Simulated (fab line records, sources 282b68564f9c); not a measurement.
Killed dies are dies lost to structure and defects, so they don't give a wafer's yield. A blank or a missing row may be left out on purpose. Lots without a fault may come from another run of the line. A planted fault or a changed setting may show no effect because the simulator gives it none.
Split-lot experiment | flow rit_cmos | 5 lots, 23 wafers read, on a route of 202 steps

THE SPLIT
At RIT_NRETRO_COAT_01 (resist thk 1300 nm), the setting resist_thk_nm was moved away from the recipe's 1300 nm on 8 of the 23 wafers read, by -5.5% to +3.5%. The other wafers ran this setting at the recipe's value.

FROM THE SPLIT TO THE READING: what the file shows between them, 4 steps
- RIT_NRETRO_SOFTBAKE_02: time 60 s (also split here: time_s)
- RIT_NRETRO_EXPOSE_03: exposes mask M4, target cd 43900 nm
- RIT_NRETRO_PEB_04
- RIT_NRETRO_DEVELOP_05: develop time 68 s

THE READING
NOVOLAK_of_NRETRO_COAT_01.thk_nm (the simulator's own value, which no gauge read), in nm, at RIT_NRETRO_HARDBAKE_07 (time 120 s). The file gives no usual value for it. The 15 wafers here that ran the recipe average 1135 nm, standard deviation 2.9 nm.

wafer  | tool, chamber at the split | resist_thk_nm as run, nm | against the recipe | NOVOLAK_of_NRETRO_COAT_01.thk_nm, nm | against lot-mates on the recipe
L075.4 | litho_track-02, 0          | 1300                     | recipe             | 1137                                 | -
L075.5 | litho_track-02, 0          | 1300                     | recipe             | 1134                                 | -
L075.6 | litho_track-02, 0          | 1300                     | recipe             | 1140                                 | -
L078.1 | litho_track-02, 0          | 1228                     | -5.5%              | 1072                                 | -63
L078.3 | litho_track-02, 0          | 1300                     | recipe             | 1136                                 | -
L078.5 | litho_track-02, 0          | 1300                     | recipe             | 1136                                 | -
L078.4 | litho_track-02, 0          | 1300                     | recipe             | 1134                                 | -
L078.6 | litho_track-02, 0          | 1228                     | -5.5%              | 1077                                 | -58
L081.1 | litho_track-02, 0          | 1300                     | recipe             | 1133                                 | -
L081.2 | litho_track-02, 0          | 1300                     | recipe             | 1132                                 | -
L081.4 | litho_track-02, 0          | 1300                     | recipe             | 1134                                 | -
L081.5 | litho_track-02, 0          | 1300                     | recipe             | 1131                                 | -
L081.6 | litho_track-02, 0          | 1300                     | recipe             | 1129                                 | -
L083.1 | litho_track-02, 0          | 1345                     | +3.5%              | 1177                                 | +42
L083.2 | litho_track-02, 0          | 1345                     | +3.5%              | 1177                                 | +42
L083.3 | litho_track-02, 0          | 1300                     | recipe             | 1138                                 | -
L083.4 | litho_track-02, 0          | 1345                     | +3.5%              | 1174                                 | +38
L083.6 | litho_track-02, 0          | 1300                     | recipe             | 1133                                 | -
L085.1 | litho_track-04, 0          | 1242                     | -4.5%              | 1085                                 | -52
L085.2 | litho_track-04, 0          | 1300                     | recipe             | 1137                                 | -
L085.4 | litho_track-04, 0          | 1242                     | -4.5%              | 1088                                 | -50
L085.5 | litho_track-04, 0          | 1242                     | -4.5%              | 1087                                 | -50
L085.6 | litho_track-04, 0          | 1300                     | recipe             | 1138                                 | -

THE FIT
A straight line over all 23 wafers: NOVOLAK_of_NRETRO_COAT_01.thk_nm changes by +11.1 nm for each +1% of resist_thk_nm; r = +1.00; the points scatter about the line by 2.8 nm.
The same after taking each lot's own level away (the mean of its wafers on the recipe; 23 wafers): +11.3 nm for each +1%; r = +1.00; scatter 2 nm.
On that fit, the largest move of resist_thk_nm shifts the reading by 63 nm.
The lots' own levels span 1131.8 to 1137.5 nm, that is 2.0 times the standard deviation above.
So the lot-to-lot level changes the slope little: the two slopes agree.
Check: with one of the wafers moved furthest among these (-5.5%) left out of the fit, the line predicts -62.2 nm for it against its lot-mates. It came out at -63.3 nm against them.

OTHER SPLITS ON THESE WAFERS
These wafers also went through other splits before the reading. Each is held against what the fit with the lots' levels taken away leaves over:
other split on the same wafers    | wafers away from the commonest value | r with NOVOLAK_of_NRETRO_COAT_01.thk_nm (lot level and that fit taken away)
RIT_ACTIVE_CVD_03 nh3_flow_sccm   | 15                                   | +0.18
RIT_ACTIVE_ETCH_13 over_etch_frac | 11                                   | -0.08
RIT_FOX2_OXIDATION_00 temp_c      | 18                                   | -0.10
RIT_NWELL_IMPLANT_08 energy_kev   | 8                                    | -0.17
RIT_PWELL_SOFTBAKE_02 temp_c      | 12                                   | +0.06
RIT_NRETRO_SOFTBAKE_02 time_s     | 5                                    | -0.02

THE WHOLE CHAIN: every reading that the file lists as answering this split, in the file's order
step                   | what it does       | reading                                                                           | change (the file's fit)              | r (the file's)
RIT_NRETRO_COAT_01     | resist thk 1300 nm | NOVOLAK_of_NRETRO_COAT_01.thk_nm (the simulator's own value, which no gauge read) | +13 nm for each +1% of the setting   | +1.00
RIT_NRETRO_HARDBAKE_07 | time 120 s         | NOVOLAK_of_NRETRO_COAT_01.thk_nm (the simulator's own value, which no gauge read) | +11.2 nm for each +1% of the setting | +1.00

THE FILE'S OWN FIT
NOVOLAK_of_NRETRO_COAT_01.thk_nm changes by +11.2 nm for each +1% of resist_thk_nm, r = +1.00.
